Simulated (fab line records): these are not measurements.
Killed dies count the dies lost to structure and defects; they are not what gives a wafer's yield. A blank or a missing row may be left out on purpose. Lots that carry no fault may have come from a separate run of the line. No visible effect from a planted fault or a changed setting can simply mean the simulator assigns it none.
fab line records || flow berkeley-cmos170
record: {"lots": 13, "wafers": 39, "last-day": 11}
route steps=331 shown PSD@184 NSD@196
lots that met no fault: taken from a fault-free run of the same line
start-h: start of the lot's first displayed wafer, in hours after the record's first day || wait-h: how many hours have passed since the lot's step before this one || " unchanged from the row above || L1.1+2: several wafers, shown together as one row || - no value, or no start given || * or withheld: withheld || < > ~ a bound
route shown NAME@n: a module of which the file shows steps, and the number in the route of the first || usual: average and standard deviation across the fault-free wafers || same: alike in all rows || chamber/n: place in a boat || sites: per-site readings || _std_site: standard deviation across them || _edge_site: outer sites' mean less inner sites' || radius-mm: for every site, how far away it sits from the centre of the wafer || mask NAME#n: copy n || behind: tool/chamber where the wafer was last shaped || hold: cause of the lot's hold/its duration in hours/its outcome || device: transistor that didn't switch, given as n, p or np || end of line: at the end of the route, the tests of the same wafers || for a step that has no rows: nothing shown but its recipe || killed: at the first sort, the dies lost to defects and structure; wafer yield is something else || map: shows each die of a wafer: x if killed, . if not, _ if none is there
set.NAME: the setting the step ran with; set.NAME@STEP: the setting that earlier step ran with || model.NAME: the simulator's own value behind a step, which no gauge read
one table for each step of the route and one row for each wafer, over a sample of lots
services: when a tool's chamber went out of use (start-h, in hours from the record's first day, below 0 if earlier), for how many hours, and the reason
== steps ==
step: UCB170_PSD_STRIP_09
recipe: {"chemistry": "O2", "power-w": 400, "pressure-mtorr": 3500, "platen-temp-c": "withheld", "o2-flow-sccm": 400, "overash-fraction": 0.5}
usual: {"drypump-motor-current-A": "5.7/0.35", "oes-product-au": "0.600/0.0047", "strip-time-to-endpoint-s": "29.38/0.085"}
{"lot.wafer": "L274.3", "tool": "plasma-asher-04", "chamber": 1, "start-h": 141.14, "wait-h": 0.1, "drypump-motor-current-A": 5.7, "oes-product-au": 0.588, "rf-hours-counter-h": "-", "strip-time-to-endpoint-s": 29.36}
{"lot.wafer": "L274.4", "tool": "plasma-asher-04", "chamber": 0, "start-h": 141.14, "wait-h": 0.1, "drypump-motor-current-A": 5.8, "oes-product-au": 0.599, "rf-hours-counter-h": "-", "strip-time-to-endpoint-s": 29.29}
{"lot.wafer": "L274.5", "tool": "plasma-asher-04", "chamber": 1, "start-h": 141.14, "wait-h": 0.1, "drypump-motor-current-A": 5.7, "oes-product-au": 0.603, "rf-hours-counter-h": "-", "strip-time-to-endpoint-s": 29.38}
{"lot.wafer": "L278.2", "tool": "plasma-asher-02", "chamber": 0, "start-h": 158.38, "wait-h": 0.1, "drypump-motor-current-A": 5.7, "oes-product-au": 0.602, "rf-hours-counter-h": 48, "strip-time-to-endpoint-s": 29.31}
{"lot.wafer": "L278.3", "tool": "plasma-asher-02", "chamber": 0, "start-h": 158.38, "wait-h": 0.1, "drypump-motor-current-A": 5.7, "oes-product-au": 0.603, "rf-hours-counter-h": "-", "strip-time-to-endpoint-s": 29.36}
{"lot.wafer": "L278.5", "tool": "plasma-asher-02", "chamber": 0, "start-h": 158.38, "wait-h": 0.1, "drypump-motor-current-A": 5.6, "oes-product-au": 0.597, "rf-hours-counter-h": "-", "strip-time-to-endpoint-s": 29.35}
{"lot.wafer": "L277.2", "tool": "plasma-asher-02", "chamber": 1, "start-h": 159.28, "wait-h": 0.1, "drypump-motor-current-A": 5.3, "oes-product-au": 0.593, "rf-hours-counter-h": 48, "strip-time-to-endpoint-s": 29.41}
{"lot.wafer": "L277.5", "tool": "plasma-asher-02", "chamber": 1, "start-h": 159.28, "wait-h": 0.1, "drypump-motor-current-A": 5.3, "oes-product-au": 0.600, "rf-hours-counter-h": "-", "strip-time-to-endpoint-s": 29.50}
{"lot.wafer": "L277.6", "tool": "plasma-asher-02", "chamber": 0, "start-h": 159.28, "wait-h": 0.1, "drypump-motor-current-A": 5.7, "oes-product-au": 0.606, "rf-hours-counter-h": "-", "strip-time-to-endpoint-s": 29.44}
{"lot.wafer": "L281.3", "tool": "plasma-asher-01", "chamber": 0, "start-h": 164.36, "wait-h": 0.1, "drypump-motor-current-A": 6.4, "oes-product-au": 0.604, "rf-hours-counter-h": "-", "strip-time-to-endpoint-s": 29.33}
{"lot.wafer": "L281.4", "tool": "plasma-asher-01", "chamber": 1, "start-h": 164.36, "wait-h": 0.1, "drypump-motor-current-A": 5.7, "oes-product-au": 0.606, "rf-hours-counter-h": "-", "strip-time-to-endpoint-s": 29.39}
{"lot.wafer": "L281.5", "tool": "plasma-asher-01", "chamber": 1, "start-h": 164.36, "wait-h": 0.1, "drypump-motor-current-A": 5.7, "oes-product-au": 0.600, "rf-hours-counter-h": "-", "strip-time-to-endpoint-s": 29.31}
{"lot.wafer": "L280.2", "tool": "plasma-asher-04", "chamber": 1, "start-h": 164.82, "wait-h": 0.1, "drypump-motor-current-A": 5.7, "oes-product-au": 0.608, "rf-hours-counter-h": 31, "strip-time-to-endpoint-s": 29.39}
{"lot.wafer": "L280.5", "tool": "plasma-asher-04", "chamber": 1, "start-h": 164.82, "wait-h": 0.1, "drypump-motor-current-A": 5.7, "oes-product-au": 0.604, "rf-hours-counter-h": "-", "strip-time-to-endpoint-s": 29.35}
{"lot.wafer": "L280.6", "tool": "plasma-asher-04", "chamber": 0, "start-h": 164.82, "wait-h": 0.1, "drypump-motor-current-A": 5.8, "oes-product-au": 0.608, "rf-hours-counter-h": "-", "strip-time-to-endpoint-s": 29.30}
{"lot.wafer": "L282.1", "tool": "plasma-asher-02", "chamber": 1, "start-h": 186.36, "wait-h": 0.1, "drypump-motor-current-A": 5.3, "oes-product-au": 0.604, "rf-hours-counter-h": 51, "strip-time-to-endpoint-s": 29.47}
{"lot.wafer": "L282.4", "tool": "plasma-asher-02", "chamber": 0, "start-h": 186.36, "wait-h": 0.1, "drypump-motor-current-A": 5.7, "oes-product-au": 0.593, "rf-hours-counter-h": "-", "strip-time-to-endpoint-s": 29.44}
{"lot.wafer": "L282.5", "tool": "plasma-asher-02", "chamber": 0, "start-h": 186.36, "wait-h": 0.1, "drypump-motor-current-A": 5.6, "oes-product-au": 0.608, "rf-hours-counter-h": "-", "strip-time-to-endpoint-s": 29.49}
{"lot.wafer": "L285.1", "tool": "plasma-asher-01", "chamber": 1, "start-h": 192.81, "wait-h": 0.1, "drypump-motor-current-A": 5.7, "oes-product-au": 0.608, "rf-hours-counter-h": 9, "strip-time-to-endpoint-s": 29.35}
{"lot.wafer": "L285.2", "tool": "plasma-asher-01", "chamber": 0, "start-h": 192.81, "wait-h": 0.1, "drypump-motor-current-A": 6.5, "oes-product-au": 0.596, "rf-hours-counter-h": 9, "strip-time-to-endpoint-s": 29.34}
{"lot.wafer": "L285.6", "tool": "plasma-asher-01", "chamber": 0, "start-h": 192.81, "wait-h": 0.1, "drypump-motor-current-A": 6.4, "oes-product-au": 0.596, "rf-hours-counter-h": "-", "strip-time-to-endpoint-s": 29.30}
{"lot.wafer": "L286.1", "tool": "plasma-asher-02", "chamber": 1, "start-h": 193.27, "wait-h": 0.1, "drypump-motor-current-A": 5.3, "oes-product-au": 0.438, "rf-hours-counter-h": 52, "strip-time-to-endpoint-s": "-"}
{"lot.wafer": "L286.4", "tool": "plasma-asher-02", "chamber": 0, "start-h": 193.27, "wait-h": 0.1, "drypump-motor-current-A": 5.6, "oes-product-au": 0.429, "rf-hours-counter-h": "-", "strip-time-to-endpoint-s": "-"}
{"lot.wafer": "L286.6", "tool": "plasma-asher-02", "chamber": 0, "start-h": 193.27, "wait-h": 0.1, "drypump-motor-current-A": 5.7, "oes-product-au": 0.441, "rf-hours-counter-h": "-", "strip-time-to-endpoint-s": "-"}
{"lot.wafer": "L290.3", "tool": "plasma-asher-01", "chamber": 0, "start-h": 211.20, "wait-h": 0.1, "drypump-motor-current-A": 6.5, "oes-product-au": 0.587, "rf-hours-counter-h": "-", "strip-time-to-endpoint-s": 29.35}
{"lot.wafer": "L290.4", "tool": "plasma-asher-01", "chamber": 1, "start-h": 211.20, "wait-h": 0.1, "drypump-motor-current-A": 5.7, "oes-product-au": 0.599, "rf-hours-counter-h": "-", "strip-time-to-endpoint-s": 29.45}
{"lot.wafer": "L290.5", "tool": "plasma-asher-01", "chamber": 0, "start-h": 211.20, "wait-h": 0.1, "drypump-motor-current-A": 6.4, "oes-product-au": 0.596, "rf-hours-counter-h": "-", "strip-time-to-endpoint-s": 29.45}
{"lot.wafer": "L292.3", "tool": "plasma-asher-04", "chamber": 0, "start-h": 223.64, "wait-h": 0.1, "drypump-motor-current-A": 5.8, "oes-product-au": 0.596, "rf-hours-counter-h": "-", "strip-time-to-endpoint-s": 29.34}
{"lot.wafer": "L292.4", "tool": "plasma-asher-04", "chamber": 1, "start-h": 223.64, "wait-h": 0.1, "drypump-motor-current-A": 5.7, "oes-product-au": 0.598, "rf-hours-counter-h": "-", "strip-time-to-endpoint-s": 29.23}
{"lot.wafer": "L292.5", "tool": "plasma-asher-04", "chamber": 0, "start-h": 223.64, "wait-h": 0.1, "drypump-motor-current-A": 5.8, "oes-product-au": 0.600, "rf-hours-counter-h": "-", "strip-time-to-endpoint-s": 29.33}
{"lot.wafer": "L294.3", "tool": "plasma-asher-01", "chamber": 1, "start-h": 227.55, "wait-h": 0.1, "drypump-motor-current-A": 5.7, "oes-product-au": 0.594, "rf-hours-counter-h": "-", "strip-time-to-endpoint-s": 29.31}
{"lot.wafer": "L294.4", "tool": "plasma-asher-01", "chamber": 0, "start-h": 227.55, "wait-h": 0.1, "drypump-motor-current-A": 6.5, "oes-product-au": 0.600, "rf-hours-counter-h": "-", "strip-time-to-endpoint-s": 29.27}
{"lot.wafer": "L294.5", "tool": "plasma-asher-01", "chamber": 0, "start-h": 227.55, "wait-h": 0.1, "drypump-motor-current-A": 6.4, "oes-product-au": 0.593, "rf-hours-counter-h": "-", "strip-time-to-endpoint-s": 29.24}
{"lot.wafer": "L293.2", "tool": "plasma-asher-04", "chamber": 0, "start-h": 227.79, "wait-h": 0.1, "drypump-motor-current-A": 5.8, "oes-product-au": 0.597, "rf-hours-counter-h": 39, "strip-time-to-endpoint-s": 29.50}
{"lot.wafer": "L293.5", "tool": "plasma-asher-04", "chamber": 0, "start-h": 227.79, "wait-h": 0.1, "drypump-motor-current-A": 5.8, "oes-product-au": 0.604, "rf-hours-counter-h": "-", "strip-time-to-endpoint-s": 29.57}
{"lot.wafer": "L293.6", "tool": "plasma-asher-04", "chamber": 1, "start-h": 227.79, "wait-h": 0.1, "drypump-motor-current-A": 5.7, "oes-product-au": 0.605, "rf-hours-counter-h": "-", "strip-time-to-endpoint-s": 29.62}
{"lot.wafer": "L297.1", "tool": "plasma-asher-01", "chamber": 0, "start-h": 238.98, "wait-h": 0.1, "drypump-motor-current-A": 6.5, "oes-product-au": 0.601, "rf-hours-counter-h": 14, "strip-time-to-endpoint-s": 29.40}
{"lot.wafer": "L297.2", "tool": "plasma-asher-01", "chamber": 1, "start-h": 238.98, "wait-h": 0.1, "drypump-motor-current-A": 5.7, "oes-product-au": 0.604, "rf-hours-counter-h": 14, "strip-time-to-endpoint-s": 29.40}
{"lot.wafer": "L297.5", "tool": "plasma-asher-01", "chamber": 1, "start-h": 238.98, "wait-h": 0.1, "drypump-motor-current-A": 5.7, "oes-product-au": 0.600, "rf-hours-counter-h": "-", "strip-time-to-endpoint-s": 29.48}
step: UCB170_NSD_STRIP_09
recipe: {"chemistry": "O2", "power-w": 400, "pressure-mtorr": 3500, "platen-temp-c": "withheld", "o2-flow-sccm": 400, "overash-fraction": 0.5}
usual: {"drypump-motor-current-A": "5.8/0.49", "oes-product-au": "0.532/0.0049", "strip-time-to-endpoint-s": "35.46/0.074"}
{"lot.wafer": "L274.3", "tool": "plasma-asher-02", "chamber": 0, "start-h": 144.02, "wait-h": 0.1, "drypump-motor-current-A": 5.7, "oes-product-au": 0.523, "rf-hours-counter-h": "-", "strip-time-to-endpoint-s": 35.64}
{"lot.wafer": "L274.4", "tool": "plasma-asher-02", "chamber": 1, "start-h": 144.02, "wait-h": 0.1, "drypump-motor-current-A": 5.3, "oes-product-au": 0.530, "rf-hours-counter-h": "-", "strip-time-to-endpoint-s": 35.59}
{"lot.wafer": "L274.5", "tool": "plasma-asher-02", "chamber": 1, "start-h": 144.02, "wait-h": 0.1, "drypump-motor-current-A": 5.3, "oes-product-au": 0.532, "rf-hours-counter-h": "-", "strip-time-to-endpoint-s": 35.66}
{"lot.wafer": "L278.2", "tool": "plasma-asher-03", "chamber": 1, "start-h": 160.54, "wait-h": 0.1, "drypump-motor-current-A": 5.3, "oes-product-au": 0.536, "rf-hours-counter-h": 47, "strip-time-to-endpoint-s": 35.51}
{"lot.wafer": "L278.3", "tool": "plasma-asher-03", "chamber": 1, "start-h": 160.54, "wait-h": 0.1, "drypump-motor-current-A": 5.3, "oes-product-au": 0.531, "rf-hours-counter-h": "-", "strip-time-to-endpoint-s": 35.53}
{"lot.wafer": "L278.5", "tool": "plasma-asher-03", "chamber": 1, "start-h": 160.54, "wait-h": 0.1, "drypump-motor-current-A": 5.3, "oes-product-au": 0.532, "rf-hours-counter-h": "-", "strip-time-to-endpoint-s": 35.55}
{"lot.wafer": "L277.2", "tool": "plasma-asher-01", "chamber": 0, "start-h": 162.54, "wait-h": 0.1, "drypump-motor-current-A": 6.4, "oes-product-au": 0.535, "rf-hours-counter-h": 5, "strip-time-to-endpoint-s": 35.50}
{"lot.wafer": "L277.5", "tool": "plasma-asher-01", "chamber": 0, "start-h": 162.54, "wait-h": 0.1, "drypump-motor-current-A": 6.5, "oes-product-au": 0.537, "rf-hours-counter-h": "-", "strip-time-to-endpoint-s": 35.44}
{"lot.wafer": "L277.6", "tool": "plasma-asher-01", "chamber": 1, "start-h": 162.54, "wait-h": 0.1, "drypump-motor-current-A": 5.6, "oes-product-au": 0.533, "rf-hours-counter-h": "-", "strip-time-to-endpoint-s": 35.53}
{"lot.wafer": "L281.3", "tool": "plasma-asher-03", "chamber": 1, "start-h": 166.15, "wait-h": 0.1, "drypump-motor-current-A": 5.2, "oes-product-au": 0.546, "rf-hours-counter-h": "-", "strip-time-to-endpoint-s": 35.36}
{"lot.wafer": "L281.4", "tool": "plasma-asher-03", "chamber": 0, "start-h": 166.15, "wait-h": 0.1, "drypump-motor-current-A": 6.4, "oes-product-au": 0.525, "rf-hours-counter-h": "-", "strip-time-to-endpoint-s": 35.33}
{"lot.wafer": "L281.5", "tool": "plasma-asher-03", "chamber": 1, "start-h": 166.15, "wait-h": 0.1, "drypump-motor-current-A": 5.3, "oes-product-au": 0.537, "rf-hours-counter-h": "-", "strip-time-to-endpoint-s": 35.36}
{"lot.wafer": "L280.2", "tool": "plasma-asher-03", "chamber": 1, "start-h": 166.67, "wait-h": 0.1, "drypump-motor-current-A": 5.3, "oes-product-au": 0.535, "rf-hours-counter-h": 48, "strip-time-to-endpoint-s": 35.43}
{"lot.wafer": "L280.5", "tool": "plasma-asher-03", "chamber": 0, "start-h": 166.67, "wait-h": 0.1, "drypump-motor-current-A": 6.4, "oes-product-au": 0.533, "rf-hours-counter-h": "-", "strip-time-to-endpoint-s": 35.48}
{"lot.wafer": "L280.6", "tool": "plasma-asher-03", "chamber": 1, "start-h": 166.67, "wait-h": 0.1, "drypump-motor-current-A": 5.3, "oes-product-au": 0.525, "rf-hours-counter-h": "-", "strip-time-to-endpoint-s": 35.53}
{"lot.wafer": "L282.1", "tool": "plasma-asher-03", "chamber": 0, "start-h": 188.26, "wait-h": 0.1, "drypump-motor-current-A": 6.4, "oes-product-au": 0.530, "rf-hours-counter-h": 51, "strip-time-to-endpoint-s": 35.41}
{"lot.wafer": "L282.4", "tool": "plasma-asher-03", "chamber": 1, "start-h": 188.26, "wait-h": 0.1, "drypump-motor-current-A": 5.2, "oes-product-au": 0.530, "rf-hours-counter-h": "-", "strip-time-to-endpoint-s": 35.38}
{"lot.wafer": "L282.5", "tool": "plasma-asher-03", "chamber": 0, "start-h": 188.26, "wait-h": 0.1, "drypump-motor-current-A": 6.4, "oes-product-au": 0.531, "rf-hours-counter-h": "-", "strip-time-to-endpoint-s": 35.40}
{"lot.wafer": "L285.1", "tool": "plasma-asher-03", "chamber": 0, "start-h": 194.64, "wait-h": 0.1, "drypump-motor-current-A": 6.4, "oes-product-au": 0.531, "rf-hours-counter-h": 51, "strip-time-to-endpoint-s": 35.43}
{"lot.wafer": "L285.2", "tool": "plasma-asher-03", "chamber": 1, "start-h": 194.64, "wait-h": 0.1, "drypump-motor-current-A": 5.3, "oes-product-au": 0.537, "rf-hours-counter-h": 51, "strip-time-to-endpoint-s": 35.45}
{"lot.wafer": "L285.6", "tool": "plasma-asher-03", "chamber": 0, "start-h": 194.64, "wait-h": 0.1, "drypump-motor-current-A": 6.4, "oes-product-au": 0.537, "rf-hours-counter-h": "-", "strip-time-to-endpoint-s": 35.43}
{"lot.wafer": "L286.1", "tool": "plasma-asher-02", "chamber": 1, "start-h": 195.19, "wait-h": 0.1, "drypump-motor-current-A": 5.3, "oes-product-au": 0.610, "rf-hours-counter-h": 52, "strip-time-to-endpoint-s": 55.72}
{"lot.wafer": "L286.4", "tool": "plasma-asher-02", "chamber": 1, "start-h": 195.19, "wait-h": 0.1, "drypump-motor-current-A": 5.3, "oes-product-au": 0.606, "rf-hours-counter-h": "-", "strip-time-to-endpoint-s": 55.88}
{"lot.wafer": "L286.6", "tool": "plasma-asher-02", "chamber": 0, "start-h": 195.19, "wait-h": 0.1, "drypump-motor-current-A": 5.7, "oes-product-au": 0.608, "rf-hours-counter-h": "-", "strip-time-to-endpoint-s": 55.78}
{"lot.wafer": "L290.3", "tool": "plasma-asher-03", "chamber": 0, "start-h": 213.95, "wait-h": 0.1, "drypump-motor-current-A": 6.5, "oes-product-au": 0.534, "rf-hours-counter-h": "-", "strip-time-to-endpoint-s": 35.47}
{"lot.wafer": "L290.4", "tool": "plasma-asher-03", "chamber": 1, "start-h": 213.95, "wait-h": 0.1, "drypump-motor-current-A": 5.3, "oes-product-au": 0.531, "rf-hours-counter-h": "-", "strip-time-to-endpoint-s": 35.42}
{"lot.wafer": "L290.5", "tool": "plasma-asher-03", "chamber": 0, "start-h": 213.95, "wait-h": 0.1, "drypump-motor-current-A": 6.4, "oes-product-au": 0.530, "rf-hours-counter-h": "-", "strip-time-to-endpoint-s": 35.43}
{"lot.wafer": "L292.3", "tool": "plasma-asher-02", "chamber": 1, "start-h": 225.55, "wait-h": 0.1, "drypump-motor-current-A": 5.3, "oes-product-au": 0.526, "rf-hours-counter-h": "-", "strip-time-to-endpoint-s": 35.42}
{"lot.wafer": "L292.4", "tool": "plasma-asher-02", "chamber": 0, "start-h": 225.55, "wait-h": 0.1, "drypump-motor-current-A": 5.7, "oes-product-au": 0.525, "rf-hours-counter-h": "-", "strip-time-to-endpoint-s": 35.40}
{"lot.wafer": "L292.5", "tool": "plasma-asher-02", "chamber": 1, "start-h": 225.55, "wait-h": 0.1, "drypump-motor-current-A": 5.3, "oes-product-au": 0.532, "rf-hours-counter-h": "-", "strip-time-to-endpoint-s": 35.36}
{"lot.wafer": "L294.3", "tool": "plasma-asher-01", "chamber": 0, "start-h": 229.43, "wait-h": 0.1, "drypump-motor-current-A": 6.4, "oes-product-au": 0.538, "rf-hours-counter-h": "-", "strip-time-to-endpoint-s": 35.50}
{"lot.wafer": "L294.4", "tool": "plasma-asher-01", "chamber": 1, "start-h": 229.43, "wait-h": 0.1, "drypump-motor-current-A": 5.7, "oes-product-au": 0.534, "rf-hours-counter-h": "-", "strip-time-to-endpoint-s": 35.49}
{"lot.wafer": "L294.5", "tool": "plasma-asher-01", "chamber": 0, "start-h": 229.43, "wait-h": 0.1, "drypump-motor-current-A": 6.4, "oes-product-au": 0.529, "rf-hours-counter-h": "-", "strip-time-to-endpoint-s": 35.41}
{"lot.wafer": "L293.2", "tool": "plasma-asher-02", "chamber": 1, "start-h": 229.67, "wait-h": 0.1, "drypump-motor-current-A": 5.3, "oes-product-au": 0.531, "rf-hours-counter-h": 57, "strip-time-to-endpoint-s": 35.38}
{"lot.wafer": "L293.5", "tool": "plasma-asher-02", "chamber": 1, "start-h": 229.67, "wait-h": 0.1, "drypump-motor-current-A": 5.3, "oes-product-au": 0.527, "rf-hours-counter-h": "-", "strip-time-to-endpoint-s": 35.38}
{"lot.wafer": "L293.6", "tool": "plasma-asher-02", "chamber": 0, "start-h": 229.67, "wait-h": 0.1, "drypump-motor-current-A": 5.6, "oes-product-au": 0.530, "rf-hours-counter-h": "-", "strip-time-to-endpoint-s": 35.43}
{"lot.wafer": "L297.1", "tool": "plasma-asher-01", "chamber": 0, "start-h": 242.36, "wait-h": 0.1, "drypump-motor-current-A": 6.5, "oes-product-au": 0.536, "rf-hours-counter-h": 15, "strip-time-to-endpoint-s": 35.43}
{"lot.wafer": "L297.2", "tool": "plasma-asher-01", "chamber": 1, "start-h": 242.36, "wait-h": 0.1, "drypump-motor-current-A": 5.7, "oes-product-au": 0.539, "rf-hours-counter-h": 15, "strip-time-to-endpoint-s": 35.48}
{"lot.wafer": "L297.5", "tool": "plasma-asher-01", "chamber": 1, "start-h": 242.36, "wait-h": 0.1, "drypump-motor-current-A": 5.7, "oes-product-au": 0.534, "rf-hours-counter-h": "-", "strip-time-to-endpoint-s": 35.47}
step: UCB170_NSD_TW_MEAS_10
usual: {"NSD_TW": "4186/28"}
{"lot.wafer": "L274.3", "tool": "film-metro-04", "chamber": "-", "start-h": 144.11, "wait-h": 0.1, "NSD_TW": 4216}
{"lot.wafer": "L274.4", "tool": "film-metro-04", "chamber": "-", "start-h": 144.11, "wait-h": 0.1, "NSD_TW": 4213}
{"lot.wafer": "L274.5", "tool": "film-metro-04", "chamber": "-", "start-h": 144.11, "wait-h": 0.1, "NSD_TW": 4223}
{"lot.wafer": "L278.2", "tool": "film-metro-03", "chamber": "-", "start-h": 160.65, "wait-h": 0.1, "NSD_TW": 4173}
{"lot.wafer": "L278.3", "tool": "film-metro-03", "chamber": "-", "start-h": 160.65, "wait-h": 0.1, "NSD_TW": 4173}
{"lot.wafer": "L278.5", "tool": "film-metro-03", "chamber": "-", "start-h": 160.65, "wait-h": 0.1, "NSD_TW": 4174}
{"lot.wafer": "L277.2", "tool": "film-metro-01", "chamber": "-", "start-h": 162.65, "wait-h": 0.1, "NSD_TW": 4171}
{"lot.wafer": "L277.5", "tool": "film-metro-01", "chamber": "-", "start-h": 162.65, "wait-h": 0.1, "NSD_TW": 4172}
{"lot.wafer": "L277.6", "tool": "film-metro-01", "chamber": "-", "start-h": 162.65, "wait-h": 0.1, "NSD_TW": 4200}
{"lot.wafer": "L281.3", "tool": "film-metro-03", "chamber": "-", "start-h": 166.24, "wait-h": 0.1, "NSD_TW": 4155}
{"lot.wafer": "L281.4", "tool": "film-metro-03", "chamber": "-", "start-h": 166.24, "wait-h": 0.1, "NSD_TW": 4154}
{"lot.wafer": "L281.5", "tool": "film-metro-03", "chamber": "-", "start-h": 166.24, "wait-h": 0.1, "NSD_TW": 4175}
{"lot.wafer": "L280.2", "tool": "film-metro-04", "chamber": "-", "start-h": 166.78, "wait-h": 0.1, "NSD_TW": 4223}
{"lot.wafer": "L280.5", "tool": "film-metro-04", "chamber": "-", "start-h": 166.78, "wait-h": 0.1, "NSD_TW": 4221}
{"lot.wafer": "L280.6", "tool": "film-metro-04", "chamber": "-", "start-h": 166.78, "wait-h": 0.1, "NSD_TW": 4215}
{"lot.wafer": "L282.1", "tool": "film-metro-01", "chamber": "-", "start-h": 188.36, "wait-h": 0.1, "NSD_TW": 4161}
{"lot.wafer": "L282.4", "tool": "film-metro-01", "chamber": "-", "start-h": 188.36, "wait-h": 0.1, "NSD_TW": 4143}
{"lot.wafer": "L282.5", "tool": "film-metro-01", "chamber": "-", "start-h": 188.36, "wait-h": 0.1, "NSD_TW": 4137}
{"lot.wafer": "L285.1", "tool": "film-metro-03", "chamber": "-", "start-h": 194.74, "wait-h": 0.1, "NSD_TW": 4194}
{"lot.wafer": "L285.2", "tool": "film-metro-03", "chamber": "-", "start-h": 194.74, "wait-h": 0.1, "NSD_TW": 4191}
{"lot.wafer": "L285.6", "tool": "film-metro-03", "chamber": "-", "start-h": 194.74, "wait-h": 0.1, "NSD_TW": 4205}
{"lot.wafer": "L286.1", "tool": "film-metro-01", "chamber": "-", "start-h": 195.29, "wait-h": 0.1, "NSD_TW": 30}
{"lot.wafer": "L286.4", "tool": "film-metro-01", "chamber": "-", "start-h": 195.29, "wait-h": 0.1, "NSD_TW": 30}
{"lot.wafer": "L286.6", "tool": "film-metro-01", "chamber": "-", "start-h": 195.29, "wait-h": 0.1, "NSD_TW": 30}
{"lot.wafer": "L290.3", "tool": "film-metro-03", "chamber": "-", "start-h": 214.03, "wait-h": 0.1, "NSD_TW": 4192}
{"lot.wafer": "L290.4", "tool": "film-metro-03", "chamber": "-", "start-h": 214.03, "wait-h": 0.1, "NSD_TW": 4189}
{"lot.wafer": "L290.5", "tool": "film-metro-03", "chamber": "-", "start-h": 214.03, "wait-h": 0.1, "NSD_TW": 4182}
{"lot.wafer": "L292.3", "tool": "film-metro-04", "chamber": "-", "start-h": 225.63, "wait-h": 0.1, "NSD_TW": 4177}
{"lot.wafer": "L292.4", "tool": "film-metro-04", "chamber": "-", "start-h": 225.63, "wait-h": 0.1, "NSD_TW": 4138}
{"lot.wafer": "L292.5", "tool": "film-metro-04", "chamber": "-", "start-h": 225.63, "wait-h": 0.1, "NSD_TW": 4158}
{"lot.wafer": "L294.3", "tool": "film-metro-04", "chamber": "-", "start-h": 229.52, "wait-h": 0.1, "NSD_TW": 4188}
{"lot.wafer": "L294.4", "tool": "film-metro-04", "chamber": "-", "start-h": 229.52, "wait-h": 0.1, "NSD_TW": 4184}
{"lot.wafer": "L294.5", "tool": "film-metro-04", "chamber": "-", "start-h": 229.52, "wait-h": 0.1, "NSD_TW": 4186}
{"lot.wafer": "L293.2", "tool": "film-metro-03", "chamber": "-", "start-h": 229.78, "wait-h": 0.1, "NSD_TW": 4222}
{"lot.wafer": "L293.5", "tool": "film-metro-03", "chamber": "-", "start-h": 229.78, "wait-h": 0.1, "NSD_TW": 4223}
{"lot.wafer": "L293.6", "tool": "film-metro-03", "chamber": "-", "start-h": 229.78, "wait-h": 0.1, "NSD_TW": 4194}
{"lot.wafer": "L297.1", "tool": "film-metro-01", "chamber": "-", "start-h": 242.46, "wait-h": 0.1, "NSD_TW": 4168}
{"lot.wafer": "L297.2", "tool": "film-metro-01", "chamber": "-", "start-h": 242.46, "wait-h": 0.1, "NSD_TW": 4160}
{"lot.wafer": "L297.5", "tool": "film-metro-01", "chamber": "-", "start-h": 242.46, "wait-h": 0.1, "NSD_TW": 4140}
== services ==
{"tool": "plasma-asher-01", "chamber": 0, "start-h": 117.75, "hours": "-", "kind": "clean"}
{"tool": "plasma-asher-01", "chamber": 1, "start-h": 117.75, "hours": "-", "kind": "clean"}
{"tool": "plasma-asher-04", "chamber": "-", "start-h": 179.09, "hours": 1.3, "kind": "repair"}
{"tool": "plasma-asher-04", "chamber": "-", "start-h": 187.54, "hours": 2.3, "kind": "repair"}
== key ==
first-sign: {"step": "UCB170_PSD_STRIP_09", "reading": "oes-product-au", "direction": "down", "sigmas": 35, "usual": 0.600, "struck": 0.436}
effect: {"step": "UCB170_NSD_STRIP_09", "reading": "strip-time-to-endpoint-s", "direction": "up", "sigmas": "99+", "usual": "*", "struck": "*"}
effect: {"step": "UCB170_NSD_TW_MEAS_10", "reading": "NSD_TW", "direction": "down", "sigmas": "99+", "usual": 4186, "struck": 30}
met-at UCB170_PSD_STRIP_09
struck-lots L286
sort-left-out L286.1,L286.4,L286.6
tester-left-out L286
onset-between 186.36 193.27
fault: {"kind": "strip-aborted", "tool": "plasma-asher-02", "chamber": "-", "onset-h": 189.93, "steps": "UCB170_PSD_STRIP_09", "offset": 0.85, "end-h": 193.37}
tester-left-out: of these lots the tester's yield and bins aren't shown, on N5 and GAA mostly nor the transistor test; their killed dies are dies lost to structure and defects alone, not to doping, threshold or leakage, so they don't give the yield
sort-left-out: the simulated sort isn't trusted on such a fault, so these wafers' sort isn't shown, and their yield isn't known
